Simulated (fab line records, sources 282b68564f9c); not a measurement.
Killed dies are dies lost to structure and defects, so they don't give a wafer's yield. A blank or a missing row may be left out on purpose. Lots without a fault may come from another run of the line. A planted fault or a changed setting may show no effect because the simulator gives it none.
One fault seen from 2 desks | flow rit_cmos | each desk has only its own numbers; what lay behind them comes last

THE TOOL OWNER'S DESK: rie_diel-02
The tool's own readings at RIT_SPACER_ETCHBACK_05 (etches Si3N4 in SF6/CHF3, stops on SiO2, target depth 250 nm, time 240 s): means of the sampled wafers that have a number, for each lot that ran on this tool. A lot is out of limits, marked OUT, if its mean lies more than 4 standard deviations from the usual mean; the brackets give that distance.
Columns: A = drypump_motor_current_A at RIT_SPACER_ETCHBACK_05, usual 5.7 A; B = oes_product_au at RIT_SPACER_ETCHBACK_05, usual 0.844 a.u.; C = throttle_valve_pct at RIT_SPACER_ETCHBACK_05, usual 10.22 %
lot  | first seen here | A   | B     | C
L917 | day 3 08:04     | 5.8 | 0.853 | 10.38
L929 | day 5 22:06     | 5.1 | 0.834 | 10.20
L933 | day 6 16:55     | 5.3 | 0.847 | 10.25
This desk's finding: nothing out of limits on any of the 3 lots.

THE METROLOGY DESK
What the gauges read, lot by lot, whatever tool the lot ran on: means of the sampled wafers that have a number. A lot is out of limits, marked OUT, if its mean lies more than 4 standard deviations from the usual mean; the brackets give that distance. Of its 10 readings 7 are shown: those that lie furthest out on some lot.
Columns: A = PLDD_OVL at RIT_PLDD_OVL_MEAS_06, usual -0.7 nm; B = PLDD_TW at RIT_PLDD_TW_MEAS_10, usual 2350; C = NSD_OVL at RIT_NSD_OVL_MEAS_06, usual -0.3 nm; D = NSD_TW at RIT_NSD_TW_MEAS_10, usual 3146; E = PSD_TW at RIT_PSD_TW_MEAS_10, usual 3441; F = PSD_RS at RIT_SDANNEAL_RS_MEAS_04, usual 115.91 ohm/sq; G = PLDD_RS at RIT_SDANNEAL_RS_MEAS_06, usual 178.7 ohm/sq
lot  | first seen here | A    | B    | C    | D    | E    | F      | G
L917 | day 3 05:09     | -1.1 | 2365 | 0.1  | 3205 | 3529 | 115.73 | 178.3
L919 | day 3 16:28     | -1.3 | 2421 | -0.1 | 3196 | 3462 | 115.49 | 177.7
L929 | day 5 18:05     | 1.7  | 2325 | -1.2 | 3090 | 3358 | 115.55 | 178.0
L932 | day 6 10:31     | -1.3 | 2310 | -2.6 | 3067 | 3376 | 116.25 | 178.7
L933 | day 6 13:50     | 0.0  | 2356 | -0.6 | 3133 | 3439 | 116.10 | 178.5
L935 | day 6 23:40     | -0.7 | 2344 | -0.5 | 3120 | 3432 | 116.07 | 178.5
This desk's finding: nothing out of limits on any of the 6 lots.

PUT TOGETHER
The tool owner's desk saw nothing out of limits.
The metrology desk saw nothing out of limits.

WHAT THE SIMULATOR HAD PUT IN
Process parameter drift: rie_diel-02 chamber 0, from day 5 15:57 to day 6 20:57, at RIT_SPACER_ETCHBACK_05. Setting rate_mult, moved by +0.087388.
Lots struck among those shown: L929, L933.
